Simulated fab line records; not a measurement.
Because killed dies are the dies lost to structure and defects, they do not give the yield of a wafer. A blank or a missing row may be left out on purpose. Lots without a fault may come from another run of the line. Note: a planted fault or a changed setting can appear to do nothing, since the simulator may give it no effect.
A lot that was struck, set against a sound lot ; flow rit cmos ; 44 steps out of a route of 202
Sound: wafers L736.2, L736.4, L736.6. Wafers struck: L744.2, L744.4, L744.6. The cause comes at the end.
For every step that has rows: the tool of each side, followed by ch and its chambers, followed by its first start. Under that, the readings that differ: sound wafers ; struck wafers ; difference of the means ; sigmas: that difference in standard deviations of wafers without a fault.
alike: same words and numbers on both sides, and readings whose means sit less than 2 such deviations apart. not compared: any withheld reading, any reading some wafer has no value for, any bound like >300 that may hide the same value, and any number with overlapping values for which the record gives no deviation.
A row with sigmas, a row that says differs or no value, or rows on one side alone: a step with any of these is where the two part. Numbers that don't overlap but have no deviation are shown without sigmas and don't part them. A reading missing from all wafers of one side parts the sides only when that side holds two or more wafers.

first, 2 steps without rows for these wafers: RIT_NRETRO_HARDBAKE_07 (time 120 s); RIT_NRETRO_IMPLANT_08.
RIT_NRETRO_STRIP_09: strips in O2, time 180 s.
  sound on plasma asher-02 ch 1, day 2 16:28; struck on plasma asher-02 ch 0, day 4 07:38
  alike: drypump motor current A
  not compared: rf hours counter h
RIT_NRETRO_TW_MEAS_10:
  sound on film metro-03, day 2 16:38; struck on film metro-03, day 4 07:49
  alike: NRETRO_TW
then, 6 steps without rows for these wafers: RIT_PRETRO_HMDS_00 (prime time 60 s); RIT_PRETRO_COAT_01 (resist thk 1300 nm); RIT_PRETRO_SOFTBAKE_02 (time 60 s); RIT_PRETRO_EXPOSE_03 (exposes mask M5, target cd 43700 nm); RIT_PRETRO_PEB_04; RIT_PRETRO_DEVELOP_05 (develop time 68 s).
RIT_PRETRO_OVL_MEAS_06:
  sound on overlay-01, day 2 17:35; struck on overlay-02, day 4 08:45
  alike: PRETRO_OVL
then, 1 step without rows for these wafers: RIT_PRETRO_HARDBAKE_07 (time 120 s).
RIT_PRETRO_IMPLANT_08:
  sound on implanter-03 ch 0, day 2 17:53; struck on implanter-01 ch 0, day 4 09:04
reading;sound;struck;difference;sigmas
implant ion amu;11 11 11;49 49 49;+38;
model.implant.rp nm (nm);143.5 143.5 143.5;33.64 33.64 33.64;-109.86;
model.implant.drp nm (nm);55.07 55.07 55.07;17.23 17.23 17.23;-37.84;
  alike: beam energy keV, end station pressure torr
RIT_PRETRO_STRIP_09: strips in O2, time 180 s.
  sound on plasma asher-01 ch 0,1, day 2 18:01; struck on plasma asher-01 ch 0,1, day 4 09:11
  alike: drypump motor current A
  not compared: rf hours counter h
RIT_PRETRO_TW_MEAS_10:
  sound on film metro-02, day 2 18:12; struck on film metro-04, day 4 09:22
reading;sound;struck;difference;sigmas
PRETRO_TW;471.8 474.3 473.8;787.6 787.3 785.2;+313.4;+99 or more
then, 5 steps without rows for these wafers: RIT_GATE_WET_ETCH_00 (etches SiO2 in BOE, target depth 56 nm, time 60 s); RIT_GATE_CLEAN_01 (cleans in SC1, time 600 s); RIT_GATE_CLEAN_02 (cleans in dHF, time 30 s); RIT_GATE_CLEAN_03 (cleans in SC2, time 600 s); RIT_GATE_CLEAN_04 (cleans in dHF, time 60 s).
RIT_FOX2_THK_MEAS_91:
  sound on film metro-01, day 2 18:40; struck on film metro-02, day 4 09:53
  alike: FIELD_OXIDE_LEFT_2_THK
then, 2 steps without rows for these wafers: RIT_GATE_OXIDATION_05 (target thk 3 nm, ox time 270 s); RIT_GATE_ANNEAL_06 (time 600 s).
RIT_GATE_THK_MEAS_07:
  sound on film metro-01, day 2 20:09; struck on film metro-03, day 4 11:19
  alike: GATE_OXIDE_THK
then, 1 step without rows for these wafers: RIT_GATE_CVD_08 (deposits poly-Si from SiH4, target thk 250 nm, time 2220 s).
RIT_GATE_THK_MEAS_09:
  sound on film metro-01, day 2 21:50; struck on film metro-02, day 4 12:59
  alike: GATE_POLY_THK
then, 6 steps without rows for these wafers: RIT_GATE_HMDS_10 (prime time 60 s); RIT_GATE_COAT_11 (resist thk 850 nm); RIT_GATE_SOFTBAKE_12 (time 60 s); RIT_GATE_EXPOSE_13 (exposes mask M6, target cd 150 nm); RIT_GATE_PEB_14; RIT_GATE_DEVELOP_15 (develop time 50 s).
RIT_GATE_CD_MEAS_16 targets a cd of 150 nm.
  sound on cd sem-01, day 2 22:56; struck on cd sem-01, day 4 15:41
  alike: cd nm
RIT_GATE_OVL_MEAS_17:
  sound on overlay-02, day 2 23:03; struck on overlay-01, day 4 15:48
  alike: GATE_OVL
then, 1 step without rows for these wafers: RIT_GATE_HARDBAKE_18 (time 60 s).
RIT_GATE_ETCH_19: etches poly-Si in SF6/CHF3/O2, stops on SiO2, time 165 s, target depth 312.5 nm.
  sound on rie si-01 ch 1,3, day 2 23:14; struck on rie si-01 ch 0,1,3, day 4 15:59
  alike: O2_flow_sccm, drypump motor current A, oes product au, throttle valve pct
  not compared: rf hours counter h
RIT_GATE_STRIP_20: strips in O2, time 180 s.
  sound on plasma asher-03 ch 1, day 2 23:20; struck on plasma asher-03 ch 0,1, day 4 16:05
  alike: drypump motor current A
  not compared: rf hours counter h
RIT_GATE_CD_MEAS_90 targets a cd of 150 nm.
  sound on cd sem-01, day 2 23:32; struck on cd sem-02, day 4 16:17
  alike: cd nm
then, 4 steps without rows for these wafers: RIT_REOX_CLEAN_00 (cleans in SC1, time 600 s); RIT_REOX_CLEAN_01 (cleans in dHF, time 30 s); RIT_REOX_CLEAN_02 (cleans in SC2, time 600 s); RIT_REOX_OXIDATION_03 (target thk 25.2 nm, ox time 5580 s).
RIT_M1_METAL_ETCH_12: etches Al in Cl2/BCl3, stops on SiO2, time 165 s, target depth 600 nm.
  sound on rie metal-03 ch 0,1, day 3 16:43; struck on rie metal-01 ch 0,1, day 5 10:20
reading;sound;struck;difference;sigmas
model.M1.cd nm (nm);2599 2602 2599;2632 2627 2633;+31;
  alike: drypump motor current A, oes product au, throttle valve pct
  not compared: rf hours counter h
RIT_M1_PROBE_99:
  sound on prober-01, day 3 19:02; struck on prober-01, day 5 12:39
reading;sound;struck;difference;sigmas
killed at front end;14 14 6;6 4 4;-7;-2
killed dies;14 14 6;6 4 4;-7;-2
killed short;7 8 4;2 1 2;-5;-2
  alike: killed open

== WHERE THEY PART ==
First at RIT_PRETRO_TW_MEAS_10; last, within this record, at RIT_M1_PROBE_99.

WHY: the cause the simulator had injected
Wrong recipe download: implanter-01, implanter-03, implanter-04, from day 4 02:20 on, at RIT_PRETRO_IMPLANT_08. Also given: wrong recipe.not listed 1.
